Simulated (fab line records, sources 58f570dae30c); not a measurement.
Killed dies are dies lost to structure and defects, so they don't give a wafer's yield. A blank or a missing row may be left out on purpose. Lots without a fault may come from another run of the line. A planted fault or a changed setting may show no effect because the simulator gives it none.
fab line records | flow berkeley_cmos170
record lots=7 wafers=21 last_day=12
route steps=331 shown NLDD@162 SPACER@171
lots that met no fault: from a run of the same line without faults
start_h: hours from the record's first day to the start of the lot's first wafer shown | wait_h: hours since the lot's step before | " the same as in the row above | L1.1+2: a row that stands for several wafers | - no value, or no start given | * or withheld: withheld | < > ~ a bound
route shown NAME@n: a module of which the file shows steps, and the number in the route of the first | usual: mean/standard deviation of fault-free wafers | same: alike in all rows | chamber/n: place in a boat | sites: the reading at each site | _std_site: their standard deviation | _edge_site: outer sites' mean less inner sites' | radius_mm: how far each site lies from the wafer's centre | mask NAME#n: copy n | behind: the tool/chamber that last shaped the wafer | hold: why the lot was held/for how many hours/how that ended | device: the transistor (n, p or np) that didn't switch | end of line: the same wafers' tests at the end of the route | a step without rows: its recipe alone | killed: dies lost to structure and defects at the first sort, not the wafer's yield | map: a wafer's dies, x killed, . not, _ none there
set.NAME: the setting as run; set.NAME@STEP: as run at that earlier step | model.NAME: the simulator's own value behind a step, which no gauge read
lots at some steps of the route; a table a step, a row a wafer
services: from which hour (start_h, from the record's first day; less than 0 if before it) a tool's chamber was out of use, for how many hours, and why
## steps
# step UCB170_NLDD_PEB_04
# recipe peb_temp_c=130 peb_time_s=withheld resist=KrF
# step UCB170_NLDD_DEVELOP_05
# recipe developer=TMAH develop_time_s=45 resist=KrF dev_temp_c=21
# step UCB170_NLDD_CD_MEAS_06
# recipe target_cd_nm=1200
# usual cd_nm=1199.6/1.5
# columns lot.wafer tool chamber start_h wait_h cd_nm
L514.3 cd_sem-01 - 138.66 - 1199.0
L514.4 " - " " 1199.8
L514.5 " - " " 1198.6
L515.1 cd_sem-01 - 142.96 - 1197.4
L515.2 " - " " 1198.3
L515.5 " - " " 1199.8
L517.2 cd_sem-02 - 153.45 - 1198.0
L517.5 " - " " 1199.9
L517.6 " - " " 1198.2
L518.1 cd_sem-02 - 158.82 - 1199.7
L518.2 " - " " 1199.7
L518.6 " - " " 1198.8
L527.1 cd_sem-02 - 201.12 - 1196.4
L527.4 " - " " 1196.4
L527.6 " - " " 1196.8
L529.1 cd_sem-02 - 227.37 - 1198.9
L529.2 " - " " 1198.9
L529.3 " - " " 1199.3
L534.1 cd_sem-02 - 242.06 - 1200.2
L534.3 " - " " 1199.7
L534.4 " - " " 1200.3
# step UCB170_NLDD_OVL_MEAS_07
# usual NLDD_OVL=-1/4.8
# columns lot.wafer tool chamber start_h wait_h NLDD_OVL[nm]
L514.3 overlay-02 - 138.75 0.1 8
L514.4 " - " " 15
L514.5 " - " " 10
L515.1 overlay-02 - 143.08 0.1 3
L515.2 " - " " 7
L515.5 " - " " 9
L517.2 overlay-02 - 153.55 0.1 -7
L517.5 " - " " -3
L517.6 " - " " -3
L518.1 overlay-02 - 158.94 0.1 -2
L518.2 " - " " -4
L518.6 " - " " -3
L527.1 overlay-02 - 201.24 0.1 -6
L527.4 " - " " -7
L527.6 " - " " -7
L529.1 overlay-02 - 227.49 0.1 6
L529.2 " - " " -2
L529.3 " - " " 3
L534.1 overlay-02 - 242.18 0.1 -5
L534.3 " - " " -3
L534.4 " - " " -5
# step UCB170_NLDD_IMPLANT_08
# recipe species=As dose_cm2=5e+13 energy_kev=30 tilt_deg=7 rotation_deg=0
# step UCB170_NLDD_IMPLANT_09
# recipe species=As dose_cm2=5e+13 energy_kev=30 tilt_deg=7 rotation_deg=180
# step UCB170_NLDD_STRIP_10
# recipe chemistry=O2 power_w=400 pressure_mtorr=3500 platen_temp_c=withheld o2_flow_sccm=400 overash_fraction=0.5
# usual drypump_motor_current_A=5.5/0.59 oes_product_au=0.734/0.0042 strip_time_to_endpoint_s=21.87/0.059
# columns lot.wafer tool chamber start_h wait_h drypump_motor_current_A oes_product_au rf_hours_counter_h strip_time_to_endpoint_s
L514.3 plasma_asher-01 1 139.11 0.1 5.9 0.735 - 21.93
L514.4 " 0 " " 5.2 0.738 - 21.98
L514.5 " 1 " " 5.8 0.737 - 21.97
L515.1 plasma_asher-04 1 143.42 0.1 4.9 0.737 33 21.94
L515.2 " 0 " " 5.2 0.735 33 21.89
L515.5 " 1 " " 4.9 0.739 - 21.92
L517.2 plasma_asher-04 1 153.88 0.1 4.9 0.740 34 21.84
L517.5 " 0 " " 5.2 0.731 - 21.84
L517.6 " 1 " " 5.0 0.737 - 21.89
L518.1 plasma_asher-04 1 159.28 0.1 4.9 0.737 34 21.96
L518.2 " 0 " " 5.2 0.732 34 21.94
L518.6 " 0 " " 5.2 0.722 - 21.92
L527.1 plasma_asher-01 1 201.57 0.1 5.7 0.735 50 21.88
L527.4 " 0 " " 5.2 0.725 - 21.87
L527.6 " 0 " " 5.2 0.735 - 21.94
L529.1 plasma_asher-01 0 227.82 0.1 5.2 0.735 53 21.83
L529.2 " 1 " " 5.7 0.728 53 21.86
L529.3 " 1 " " 5.7 0.724 - 21.85
L534.1 plasma_asher-01 1 242.51 0.1 5.8 0.739 55 21.85
L534.3 " 1 " " 5.8 0.739 - 21.94
L534.4 " 0 " " 5.2 0.734 - 21.94
# step UCB170_NLDD_TW_MEAS_11
# usual NLDD_TW=2219/9.4
# columns lot.wafer tool chamber start_h wait_h NLDD_TW
L514.3 film_metro-02 - 139.20 0.1 2241
L514.4 " - " " 2226
L514.5 " - " " 2233
L515.1 film_metro-04 - 143.52 0.1 2226
L515.2 " - " " 2214
L515.5 " - " " 2217
L517.2 film_metro-03 - 153.99 0.1 2222
L517.5 " - " " 2224
L517.6 " - " " 2225
L518.1 film_metro-02 - 159.38 0.1 2225
L518.2 " - " " 2225
L518.6 " - " " 2225
L527.1 film_metro-03 - 201.67 0.1 2212
L527.4 " - " " 2206
L527.6 " - " " 2205
L529.1 film_metro-04 - 227.92 0.1 2220
L529.2 " - " " 2216
L529.3 " - " " 2214
L534.1 film_metro-03 - 242.61 0.1 2228
L534.3 " - " " 2214
L534.4 " - " " 2219
# step UCB170_NLDD_CLEAN_12
# recipe chemistry=SPM temp_c=120 time_s=600
# step UCB170_SPACER_CVD_00
# recipe material=SiO2 target_thk_nm=376 temp_c=390 precursor=TEOS/O2 time_s=47 rf_w=550 pressure_mtorr=9000
# usual heater_power_w=263/55
# columns lot.wafer tool chamber start_h wait_h heater_power_w
L514.3 pecvd-04 0 139.86 0.0 238
L514.4 " 1 " " 351
L514.5 " 1 " " 352
L515.1 pecvd-03 1 143.75 0.0 255
L515.2 " 2 " " 317
L515.5 " 2 " " 341
L517.2 pecvd-04 1 155.20 0.0 367
L517.5 " 0 " " 227
L517.6 " 1 " " 375
L518.1 pecvd-01 0 159.61 0.0 315
L518.2 " 2 " " 244
L518.6 " 0 " " 328
L527.1 pecvd-03 2 201.91 0.0 351
L527.4 " 2 " " 251
L527.6 " 1 " " 187
L529.1 pecvd-03 1 228.16 0.0 262
L529.2 " 0 " " 160
L529.3 " 2 " " 340
L534.1 pecvd-01 2 244.57 0.0 244
L534.3 " 0 " " 240
L534.4 " 2 " " 254
# step UCB170_SPACER_THK_MEAS_01
# recipe reads=SiO2_of_SPACER_CVD_00
# usual SPACER_TEOS_THK=377/4.3
# columns lot.wafer tool chamber start_h wait_h SPACER_TEOS_THK[nm]
L514.3 film_metro-04 - 139.93 0.0 376
L514.4 " - " " 380
L514.5 " - " " 381
L515.1 film_metro-03 - 143.79 0.0 372
L515.2 " - " " 373
L515.5 " - " " 380
L517.2 film_metro-04 - 155.25 0.0 377
L517.5 " - " " 382
L517.6 " - " " 379
L518.1 film_metro-04 - 159.66 0.0 372
L518.2 " - " " 376
L518.6 " - " " 379
L527.1 film_metro-04 - 201.95 0.0 372
L527.4 " - " " 378
L527.6 " - " " 372
L529.1 film_metro-03 - 228.20 0.0 373
L529.2 " - " " 375
L529.3 " - " " 371
L534.1 film_metro-01 - 244.61 0.0 378
L534.3 " - " " 376
L534.4 " - " " 382
# step UCB170_SPACER_ANNEAL_02
# recipe temp_c=900 time_s=1800 ambient=N2
# step UCB170_SPACER_ETCHBACK_03
# recipe stop_on=Si target=SiO2 chemistry=CHF3/CF4/Ar CHF3_flow_sccm=50 cf4_flow_sccm=10 Ar_flow_sccm=120 pressure_mtorr=200 rf_w=500 target_depth_a=3760 time_s=100
# usual CHF3_flow_sccm=50.01/0.17 cf4_flow_sccm=10.00/0.031 drypump_motor_current_A=5.9/0.31 oes_product_au=0.902/0.017 throttle_valve_pct=6.48/0.12
# columns lot.wafer tool chamber start_h wait_h CHF3_flow_sccm cf4_flow_sccm drypump_motor_current_A oes_product_au rf_hours_counter_h throttle_valve_pct model.SiO2_of_SPACER_CVD_00.thk_nm model.poly-Si_of_GATE_CVD_04.thk_nm
L514.3 rie_diel-02 0 142.79 0.0 - - - - - - 376.1 212.8
L514.4 " 1 " " - - - - - - 379.6 213.2
L514.5 " 2 " " - - - - - - 380.7 211.8
L515.1 rie_diel-03 1 147.50 0.0 - - - - - - 371.5 215.8
L515.2 " 0 " " - - - - - - 373.2 213.3
L515.5 " 1 " " - - - - - - 380.4 216.1
L517.2 rie_diel-04 1 157.84 0.0 - - - - - - 377.2 211.3
L517.5 " 2 " " - - - - - - 382.3 209.5
L517.6 " 1 " " - - - - - - 379 210.3
L518.1 rie_diel-02 3 162.35 0.0 50.26 10.02 5.6 0.892 38 6.41 0 209.8
L518.2 " 2 " " 49.99 9.96 6.2 0.931 28 6.21 0 208
L518.6 " 1 " " 50.12 9.95 6.1 0.903 - 6.40 0 209.3
L527.1 rie_diel-03 1 208.23 0.0 50.13 10.03 5.9 0.892 24 6.57 0 209.6
L527.4 " 3 " " 49.73 9.98 6.0 0.901 - 6.37 0 210.6
L527.6 " 1 " " 50.00 10.00 5.9 0.895 - 6.59 0 210
L529.1 rie_diel-03 1 233.14 0.0 49.98 10.03 5.9 0.887 25 6.57 0 208.3
L529.2 " 0 " " 49.92 9.95 6.3 0.874 76 6.34 0 210.1
L529.3 " 3 " " 50.27 10.05 6.0 0.880 3 6.37 0 209.6
L534.1 rie_diel-03 3 247.14 0.1 50.21 9.97 6.0 0.892 4 6.35 0 210.2
L534.3 " 2 " " 50.03 10.03 6.1 0.885 16 6.36 0 210.8
L534.4 " 1 " " 50.22 10.02 5.9 0.906 - 6.58 0 210.7
## services
# columns tool chamber start_h hours kind
pecvd-04 0 116.33 17.4 repair
pecvd-04 - 124.34 6.0 pm
pecvd-04 2 133.05 14.0 repair
pecvd-01 - 135.50 14.0 pm
rie_diel-03 - 137.14 0.6 repair
pecvd-01 - 143.61 0.8 repair
rie_diel-03 2 147.36 14.1 repair
rie_diel-03 - 147.61 2.8 pm
plasma_asher-01 - 169.20 2.8 pm
pecvd-03 0 171.78 14.2 repair
pecvd-03 - 181.80 1.1 repair
rie_diel-03 0 182.26 11.1 repair
rie_diel-03 2 182.71 29.7 repair
pecvd-04 - 187.55 1.6 repair
pecvd-04 0 190.95 6.6 repair
rie_diel-04 0 192.82 5.3 repair
plasma_asher-01 - 195.90 1.2 repair
rie_diel-02 3 199.01 25.2 repair
rie_diel-03 0 207.66 4.1 repair
plasma_asher-04 - 209.00 3.8 repair
rie_diel-03 3 210.18 8.8 repair
rie_diel-03 0 234.44 15.5 repair
plasma_asher-01 - 239.30 0.8 repair
pecvd-03 - 242.50 14.0 pm
## key
first_sign step=UCB170_SPACER_ETCHBACK_03 reading=tool_record direction=missing
effect none on later readings
model_effect step=UCB170_SPACER_ETCHBACK_03 value=SiO2_of_SPACER_CVD_00.thk_nm without=0 struck=377.8
met_at UCB170_SPACER_ETCHBACK_03
struck_wafers L514.3,L514.4,L514.5,L515.1,L515.2,L515.5,L517.2,L517.5,L517.6
later_rows_left_out L514.3,L514.4,L514.5,L515.1,L515.2,L515.5,L517.2,L517.5,L517.6
sort_left_out L514.3,L514.4,L514.5,L515.1,L515.2,L515.5,L517.2,L517.5,L517.6
tester_left_out L514,L515,L517
fault kind=skipped_step_whole tool=rie_diel-02,rie_diel-03,rie_diel-04 chamber=- onset_h=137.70 steps=UCB170_SPACER_ETCHBACK_03 scope=struck_lots_only
# tester_left_out: of these lots the tester's yield and bins aren't shown, on N5 and GAA mostly nor the transistor test; their killed dies are dies lost to structure and defects alone, not to doping, threshold or leakage, so they don't give the yield
# sort_left_out: the simulated sort isn't trusted on such a fault, so these wafers' sort isn't shown, and their yield isn't known
# later_rows_left_out: the simulator's readings of these wafers behind a module that went badly wrong aren't trusted and aren't shown, but for the sort
